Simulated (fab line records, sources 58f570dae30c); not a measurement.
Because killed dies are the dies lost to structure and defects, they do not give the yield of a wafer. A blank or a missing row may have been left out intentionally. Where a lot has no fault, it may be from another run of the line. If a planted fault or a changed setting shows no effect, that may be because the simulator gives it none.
What tool caused it? ; flow berkeley-cmos170 ; 42 wafers from 14 lots sampled at 3 of the route's 331 steps

== WHAT THE GAUGES SHOWED, per wafer ==
UCB170_V1_THK_MEAS_04. Usual: V1_POLISHED_THK typically reads 1000.9 nm, with standard deviation 1.2.
lot;measured;on;V1_POLISHED_THK (nm);flag
L387;day 7 04:49;film-metro-02;998.7 998.7 998.3;
L388;day 7 17:58;film-metro-01;1002.0 1001.8 1001.3;
L389;day 8 06:11;film-metro-02;999.1 1000.8 999.4;
L390;day 8 10:32;film-metro-02;999.5 1001.2 1000.8;
L391;day 8 10:32;film-metro-04;1001.4 1001.0 1001.7;
L392;day 8 19:50;film-metro-02;1000.1 1001.3 1000.4;
L394;day 9 05:33;film-metro-01;1001.1 1000.0 1000.7;
L395;day 9 11:32;film-metro-01;1001.0 1001.7 999.8;
L397;day 9 17:40;film-metro-02;1001.5 1001.4 1002.6;
L402;day 10 18:51;film-metro-04;1002.1 1003.3 1002.2;
L405;day 10 21:44;film-metro-01;1001.8 1000.1 1000.3;
L404;day 11 03:40;film-metro-04;999.6 1001.2 1001.9;
L406;day 11 19:07;film-metro-01;1000.8 1002.2 1001.5;
L409;day 12 12:14;film-metro-02;999.3 1001.3 1000.0;

== WHICH TOOL RAN EACH LOT (tool, then ch and the chambers of the sampled wafers, then the start) ==
lot;UCB170_CONTACT_ETCH_17;UCB170_CONTACT_ETCH_18
L387;rie-diel-01 ch 0,2,3, day 6 18:58;rie-diel-01 ch 0,2,3, day 7 04:49 or earlier
L388;rie-diel-02 ch 1,2, day 7 08:38;rie-diel-02 ch 1,2, day 7 17:58 or earlier
L389;rie-diel-04 ch 0,1, day 7 20:29;rie-diel-04 ch 0,1, day 8 06:11 or earlier
L390;rie-diel-02 ch 0,2,3, day 8 04:32;rie-diel-02 ch 0,2,3, day 8 10:32 or earlier
L391;rie-diel-01 ch 2,3, day 8 04:44;rie-diel-01 ch 2,3, day 8 10:32 or earlier
L392;rie-diel-04 ch 0,2, day 8 13:47;rie-diel-04 ch 0,2, day 8 19:50 or earlier
L394;rie-diel-04 ch 1,2,3, day 8 21:58;rie-diel-04 ch 1,2,3, day 9 05:33 or earlier
L395;rie-diel-01 ch 0,3, day 9 07:07;rie-diel-01 ch 0,3, day 9 11:32 or earlier
L397;rie-diel-02 ch 1,3, day 9 11:12;rie-diel-02 ch 1,3, day 9 17:40 or earlier
L402;rie-diel-01 ch 0,2, day 10 11:10;rie-diel-01 ch 0,2, day 10 18:51 or earlier
L405;rie-diel-01 ch 2,3, day 10 16:34;rie-diel-01 ch 2,3, day 10 21:44 or earlier
L404;rie-diel-04 ch 2,3, day 10 20:53;rie-diel-04 ch 2,3, day 11 03:40 or earlier
L406;rie-diel-04 ch 1,2,3, day 11 12:05;rie-diel-04 ch 1,2,3, day 11 19:07 or earlier
L409;rie-diel-04 ch 0,2,3, day 12 06:04;rie-diel-04 ch 0,2,3, day 12 12:14 or earlier
- UCB170_CONTACT_ETCH_17: etches BARC in N2/H2.
- UCB170_CONTACT_ETCH_18: etches PSG in CHF3/CF4/Ar, stops on TiSi2, target depth 840 nm, time 195 s.

== WHAT THE TOOLS THEMSELVES READ (means of the sampled wafers that have a number; where no wafer has one, the mark that the record gives instead) ==
UCB170_CONTACT_ETCH_17. Usual: drypump-motor-current-A 5.6 A, standard deviation 0.45; n2-flow-sccm 100.0 sccm, standard deviation 0.31; oes-product-au 1.007 a.u., standard deviation 0.02; rf-fwd-power-W 494.7 W, standard deviation 2.2; throttle-valve-pct 13.22 %, standard deviation 0.2.
lot;tool;drypump-motor-current-A (A);n2-flow-sccm (sccm);oes-product-au (a.u.);rf-fwd-power-W (W);throttle-valve-pct (%);flag
L387;rie-diel-01;5.7;100.1;1.025;492.4;13.47;
L388;rie-diel-02;5.6;100.1;1.020;496.5;13.07;
L389;rie-diel-04;5.2;99.7;1.000;492.3;13.13;
L390;rie-diel-02;5.5;99.8;1.019;495.4;13.16;
L391;rie-diel-01;5.2;100.2;1.012;493.2;13.36;
L392;rie-diel-04;5.2;99.9;0.984;495.0;13.04;
L394;rie-diel-04;5.6;100.0;0.988;495.4;13.16;
L395;rie-diel-01;5.9;99.9;1.019;493.8;13.53;
L397;rie-diel-02;5.5;99.9;1.011;494.6;13.29;
L402;rie-diel-01;6.2;100.1;1.010;493.7;13.59;
L405;rie-diel-01;5.2;99.6;1.021;493.4;13.37;
L404;rie-diel-04;6.0;100.4;1.007;497.1;13.04;
L406;rie-diel-04;5.7;100.1;1.001;495.3;13.17;
L409;rie-diel-04;5.6;99.7;1.010;495.8;13.02;

UCB170_CONTACT_ETCH_18. Usual: drypump-motor-current-A 5.6 A, standard deviation 0.45; oes-product-au 0.894 a.u., standard deviation 0.013; rf-fwd-power-W 697.3 W, standard deviation 2.1; throttle-valve-pct 6.86 %, standard deviation 0.13.
lot;tool;drypump-motor-current-A (A);oes-product-au (a.u.);rf-fwd-power-W (W);throttle-valve-pct (%);flag
L387;rie-diel-01;5.6;0.908;697.4;7.02;
L388;rie-diel-02;5.6;0.889;696.6;6.78;
L389;rie-diel-04;5.2;0.906;696.7;6.74;
L390;rie-diel-02;5.5;0.886;698.3;6.80;
L391;rie-diel-01;5.2;0.893;695.1;6.94;
L392;rie-diel-04;5.2;0.889;697.8;6.80;
L394;rie-diel-04;5.6;0.885;696.5;6.85;
L395;rie-diel-01;5.9;0.909;697.9;7.04;
L397;rie-diel-02;5.5;0.886;695.8;6.85;
L402;rie-diel-01;6.2;0.911;696.8;7.11;
L405;rie-diel-01;5.2;0.889;697.8;6.94;
L404;rie-diel-04;6.0;0.885;698.5;6.77;
L406;rie-diel-04;5.6;0.883;697.5;6.85;
L409;rie-diel-04;5.6;0.896;699.3;6.75;

== THE ANSWER, worked out from the rows above alone ==
Rule: a lot counts as off when the mean over its wafers that have a number is more than 3 standard deviations away from the usual mean. Also off: a lot with no number at a reading for which 4 or more lots have one. Any other lot the step has rows for is counted as sound. Order of review: gauges by route order, followed by the tools' own readings, for which a lot's mean as printed above is used. The first step at which some lot is off is used, and at that step the reading that is off furthest; a lot without a number counts as furthest.
None of the lots is off at any reading shown; this tells nothing.

== WHAT THE SIMULATOR PUT IN ==
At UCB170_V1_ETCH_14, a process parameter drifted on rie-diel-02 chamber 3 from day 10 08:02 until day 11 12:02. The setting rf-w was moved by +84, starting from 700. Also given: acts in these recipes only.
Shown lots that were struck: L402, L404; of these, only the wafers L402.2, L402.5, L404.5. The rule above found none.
